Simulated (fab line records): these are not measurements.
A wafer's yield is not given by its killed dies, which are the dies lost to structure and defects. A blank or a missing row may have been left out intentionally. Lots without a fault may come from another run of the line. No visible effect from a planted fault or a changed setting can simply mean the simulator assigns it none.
Comparing a struck lot with a sound one :: flow berkeley_cmos170 :: 16 out of 331 route steps
Sound: these wafers, L594.1, L594.4, L594.6. Wafers struck: L607.3, L607.4, L607.6. The cause comes at the end.
For every step that has rows: the tool of each side, followed by ch and its chambers, followed by its first start. Under that, the readings that differ: sound wafers :: struck wafers :: difference of the means :: sigmas: that difference in standard deviations of wafers without a fault.
alike: same words and numbers on both sides, and readings whose means sit less than 2 such deviations apart. not compared: any withheld reading, any reading some wafer has no value for, any bound like >300 that may hide the same value, and any number with overlapping values for which the record gives no deviation.
A row with sigmas, a row that says differs or no value, or rows on one side alone: a step with any of these is where the two part. Numbers that have no deviation but don't overlap get no sigmas and don't part them. A reading missing from all wafers of one side parts the sides only when that side holds two or more wafers.

UCB170_PWELL_THK_MEAS_03:
  struck on film_metro-01, day 5 17:34; sound on film_metro-02, day 3 01:43
  alike: PWELL_OXIDE_THK
then, 2 steps without rows for these wafers: UCB170_PWELL_ANNEAL_04 (time 900 s); UCB170_PWELL_CVD_05 (deposits Si3N4 from SiH2Cl2/NH3, target thk 220 nm, time 3300 s).
UCB170_PWELL_THK_MEAS_06:
  struck on film_metro-02, day 5 22:58; sound on film_metro-02, day 3 10:25
  alike: PWELL_NITRIDE_THK
then, 6 steps without rows for these wafers: UCB170_PWELL_HMDS_07 (prime time 60 s); UCB170_PWELL_COAT_08 (resist thk 900 nm); UCB170_PWELL_SOFTBAKE_09 (time 60 s); UCB170_PWELL_EXPOSE_10 (exposes mask PWELL, target cd 3000 nm); UCB170_PWELL_PEB_11; UCB170_PWELL_DEVELOP_12 (develop time 45 s).
UCB170_PWELL_OVL_MEAS_13:
  struck on overlay-02, day 6 00:16; sound on overlay-01, day 3 12:11
  alike: PWELL_OVL
UCB170_PWELL_ETCH_14: etches Si3N4 in CH3F/Ar/O2, stops on SiO2, target depth 242 nm, time 151 s.
  sound on rie_diel-04 ch 1,2, day 3 12:13; struck on rie_diel-04 ch 0,2,3, day 6 00:17
  alike: drypump_motor_current_A, oes_product_au, throttle_valve_pct
  not compared: rf_hours_counter_h
UCB170_PWELL_IMPLANT_15:
  sound on implanter-03 ch 0, day 3 12:19; struck on implanter-04 ch 0, day 6 00:26
reading: implant_ion_amu
sound: 11 11 11
struck: 31 31 31
difference: +20
sigmas: 

reading: model.implant.rp_nm (nm)
sound: 190.4 190.4 190.4
struck: 72.67 72.67 72.67
difference: -117.73
sigmas: 

reading: model.implant.drp_nm (nm)
sound: 64.7 64.7 64.7
struck: 29.74 29.74 29.74
difference: -34.96
sigmas: 
UCB170_PWELL_STRIP_16: strips in O2.
  sound on plasma_asher-03 ch 0,1, day 3 12:28; struck on plasma_asher-02 ch 0,1, day 6 00:34
reading: o2_flow_sccm (sccm)
sound: 400.2 401.0 399.4
struck: 397.7 398.3 396.2
difference: -2.8
sigmas: -2
  alike: drypump_motor_current_A, oes_product_au, strip_time_to_endpoint_s
  not compared: rf_hours_counter_h
UCB170_PWELL_TW_MEAS_17:
  struck on film_metro-02, day 6 00:39; sound on film_metro-02, day 3 12:34
reading: PWELL_TW
sound: 377 377 378
struck: 807 804 806
difference: +428
sigmas: +99 or more
then, 1 step without rows for these wafers: UCB170_PWELL_CLEAN_18 (cleans in SPM, time 600 s).

## WHERE THEY PART
Earliest at UCB170_PWELL_STRIP_16; latest, in this record, at UCB170_PWELL_TW_MEAS_17.

WHY: the cause the simulator had injected
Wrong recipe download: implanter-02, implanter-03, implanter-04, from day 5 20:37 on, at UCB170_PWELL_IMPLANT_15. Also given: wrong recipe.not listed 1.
